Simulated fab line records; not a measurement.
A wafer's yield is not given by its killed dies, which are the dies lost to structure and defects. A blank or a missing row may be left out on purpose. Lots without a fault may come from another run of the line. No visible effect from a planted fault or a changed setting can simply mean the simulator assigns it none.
Lot-split experiment || flow berkeley-cmos170 || 23 wafers read from 5 lots, route of 331 steps

THE SPLIT ITSELF
At UCB170_M3_SPUTTER_01 (material Al, target thk 900 nm, time 120 s), the setting power-w was moved away from the recipe's 6000 W on 9 of the 23 wafers read, by -3.3% to +7.2%. This setting was run at the recipe's value on the other wafers.

SPLIT TO READING: what lies between them in the file, 1 step
- UCB170_M3_RS_MEAS_02: measures by four-point-probe

THE READING
M3_AL_THK, in nm, at UCB170_M3_THK_MEAS_03 (measures by xrf). Fault-free wafers of this fab line usually give 927 nm, standard deviation 14 nm.

{"wafer": "L074.1", "tool, chamber at the split": "pvd-sputter-04, -", "power-w as run, W": 6000, "against the recipe": "recipe", "M3_AL_THK, nm": 922, "against lot-mates on the recipe": "-"}
{"wafer": "L074.2", "tool, chamber at the split": "pvd-sputter-04, -", "power-w as run, W": 6000, "against the recipe": "recipe", "M3_AL_THK, nm": 927, "against lot-mates on the recipe": "-"}
{"wafer": "L074.4", "tool, chamber at the split": "pvd-sputter-04, -", "power-w as run, W": 6000, "against the recipe": "recipe", "M3_AL_THK, nm": 925, "against lot-mates on the recipe": "-"}
{"wafer": "L075.1", "tool, chamber at the split": "pvd-sputter-01, -", "power-w as run, W": 6000, "against the recipe": "recipe", "M3_AL_THK, nm": 915, "against lot-mates on the recipe": "-"}
{"wafer": "L075.3", "tool, chamber at the split": "pvd-sputter-01, -", "power-w as run, W": 6000, "against the recipe": "recipe", "M3_AL_THK, nm": 900, "against lot-mates on the recipe": "-"}
{"wafer": "L075.4", "tool, chamber at the split": "pvd-sputter-01, -", "power-w as run, W": 5799, "against the recipe": "-3.3%", "M3_AL_THK, nm": 872, "against lot-mates on the recipe": -37}
{"wafer": "L075.5", "tool, chamber at the split": "pvd-sputter-01, -", "power-w as run, W": 5799, "against the recipe": "-3.3%", "M3_AL_THK, nm": 878, "against lot-mates on the recipe": -31}
{"wafer": "L075.6", "tool, chamber at the split": "pvd-sputter-01, -", "power-w as run, W": 6000, "against the recipe": "recipe", "M3_AL_THK, nm": 913, "against lot-mates on the recipe": "-"}
{"wafer": "L077.2", "tool, chamber at the split": "pvd-sputter-02, -", "power-w as run, W": 6000, "against the recipe": "recipe", "M3_AL_THK, nm": 933, "against lot-mates on the recipe": "-"}
{"wafer": "L077.3", "tool, chamber at the split": "pvd-sputter-02, -", "power-w as run, W": 6000, "against the recipe": "recipe", "M3_AL_THK, nm": 916, "against lot-mates on the recipe": "-"}
{"wafer": "L077.4", "tool, chamber at the split": "pvd-sputter-02, -", "power-w as run, W": 6000, "against the recipe": "recipe", "M3_AL_THK, nm": 927, "against lot-mates on the recipe": "-"}
{"wafer": "L077.5", "tool, chamber at the split": "pvd-sputter-02, -", "power-w as run, W": 6271, "against the recipe": "+4.5%", "M3_AL_THK, nm": 971, "against lot-mates on the recipe": "+46"}
{"wafer": "L077.6", "tool, chamber at the split": "pvd-sputter-02, -", "power-w as run, W": 6271, "against the recipe": "+4.5%", "M3_AL_THK, nm": 984, "against lot-mates on the recipe": "+59"}
{"wafer": "L078.1", "tool, chamber at the split": "pvd-sputter-01, -", "power-w as run, W": 6369, "against the recipe": "+6.2%", "M3_AL_THK, nm": 998, "against lot-mates on the recipe": "+64"}
{"wafer": "L078.3", "tool, chamber at the split": "pvd-sputter-01, -", "power-w as run, W": 6369, "against the recipe": "+6.2%", "M3_AL_THK, nm": 980, "against lot-mates on the recipe": "+46"}
{"wafer": "L078.4", "tool, chamber at the split": "pvd-sputter-01, -", "power-w as run, W": 6000, "against the recipe": "recipe", "M3_AL_THK, nm": 939, "against lot-mates on the recipe": "-"}
{"wafer": "L078.5", "tool, chamber at the split": "pvd-sputter-01, -", "power-w as run, W": 6000, "against the recipe": "recipe", "M3_AL_THK, nm": 928, "against lot-mates on the recipe": "-"}
{"wafer": "L078.6", "tool, chamber at the split": "pvd-sputter-01, -", "power-w as run, W": 6369, "against the recipe": "+6.2%", "M3_AL_THK, nm": 988, "against lot-mates on the recipe": "+54"}
{"wafer": "L081.1", "tool, chamber at the split": "pvd-sputter-01, -", "power-w as run, W": 6000, "against the recipe": "recipe", "M3_AL_THK, nm": 922, "against lot-mates on the recipe": "-"}
{"wafer": "L081.3", "tool, chamber at the split": "pvd-sputter-01, -", "power-w as run, W": 6000, "against the recipe": "recipe", "M3_AL_THK, nm": 914, "against lot-mates on the recipe": "-"}
{"wafer": "L081.4", "tool, chamber at the split": "pvd-sputter-01, -", "power-w as run, W": 6432, "against the recipe": "+7.2%", "M3_AL_THK, nm": 982, "against lot-mates on the recipe": "+63"}
{"wafer": "L081.5", "tool, chamber at the split": "pvd-sputter-01, -", "power-w as run, W": 6000, "against the recipe": "recipe", "M3_AL_THK, nm": 920, "against lot-mates on the recipe": "-"}
{"wafer": "L081.6", "tool, chamber at the split": "pvd-sputter-01, -", "power-w as run, W": 6432, "against the recipe": "+7.2%", "M3_AL_THK, nm": 1003, "against lot-mates on the recipe": "+84"}

THE FIT
A straight line over all 23 wafers: M3_AL_THK changes by +11.1 nm for each +1% of power-w; r = +0.97; the points scatter about the line by 9.9 nm.
The same after taking each lot's own level away (the mean of its wafers on the recipe; 23 wafers): +9.92 nm for each +1%; r = +0.98; scatter 7.2 nm.
Per that fit: largest power-w move, reading shift of 71 nm.
From 909.3 to 933.5 nm: that is the span of the lots' own levels, equal to 1.7 times the standard deviation above.
Hence the slope depends on the lot-to-lot level, as the two fits are not the same.
Check: with one of the wafers moved furthest among these (+7.2%) left out of the fit, the line predicts +73.3 nm for it against its lot-mates. Against them it came out at +63.3 nm.

THE OTHER SPLITS THESE WAFERS WENT THROUGH
Other splits were also applied to these wafers ahead of the reading. Each is held against what the fit with the lots' levels taken away leaves over:
{"other split on the same wafers": "UCB170_M2_SPUTTER_01 time-s", "wafers away from the commonest value": 7, "r with M3_AL_THK (lot level and that fit taken away)": -0.13}
{"other split on the same wafers": "UCB170_M2_METAL_ETCH_18 time-s", "wafers away from the commonest value": 7, "r with M3_AL_THK (lot level and that fit taken away)": "+0.21"}
{"other split on the same wafers": "UCB170_V2_PEB_10 peb-temp-c", "wafers away from the commonest value": 8, "r with M3_AL_THK (lot level and that fit taken away)": "+0.38"}

THE WHOLE CHAIN: every reading that the file lists as answering this split, in the file's order
{"step": "UCB170_M3_SPUTTER_01", "what it does": "material Al, target thk 900 nm, time 120 s", "reading": "Al_of_M3_SPUTTER_01.thk-nm (the simulator's own value, which no gauge read)", "change (the file's fit)": "+9.67 nm for each +1% of the setting", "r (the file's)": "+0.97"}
{"step": "UCB170_M3_RS_MEAS_02", "what it does": "measures by four-point-probe", "reading": "M3_AL_RS", "change (the file's fit)": "-0.000329 for each +1% of the setting", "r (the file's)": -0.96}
{"step": "UCB170_M3_THK_MEAS_03", "what it does": "measures by xrf", "reading": "M3_AL_THK", "change (the file's fit)": "+10.1 for each +1% of the setting", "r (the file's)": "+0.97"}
{"step": "UCB170_M3_METAL_ETCH_18", "what it does": "etches Al in Cl2/BCl3, stops on SiO2, target depth 1170 nm, time 195 s", "reading": "M3.feature-depth-nm (the simulator's own value, which no gauge read)", "change (the file's fit)": "+10.9 nm for each +1% of the setting", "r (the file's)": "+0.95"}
{"step": "UCB170_M3_METAL_ETCH_18", "what it does": "etches Al in Cl2/BCl3, stops on SiO2, target depth 1170 nm, time 195 s", "reading": "etch.depth-nm (the simulator's own value, which no gauge read)", "change (the file's fit)": "+11 nm for each +1% of the setting", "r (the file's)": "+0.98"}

FILE'S OWN FIT
M3_AL_THK changes by +10.1 nm for each +1% of power-w, r = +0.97.
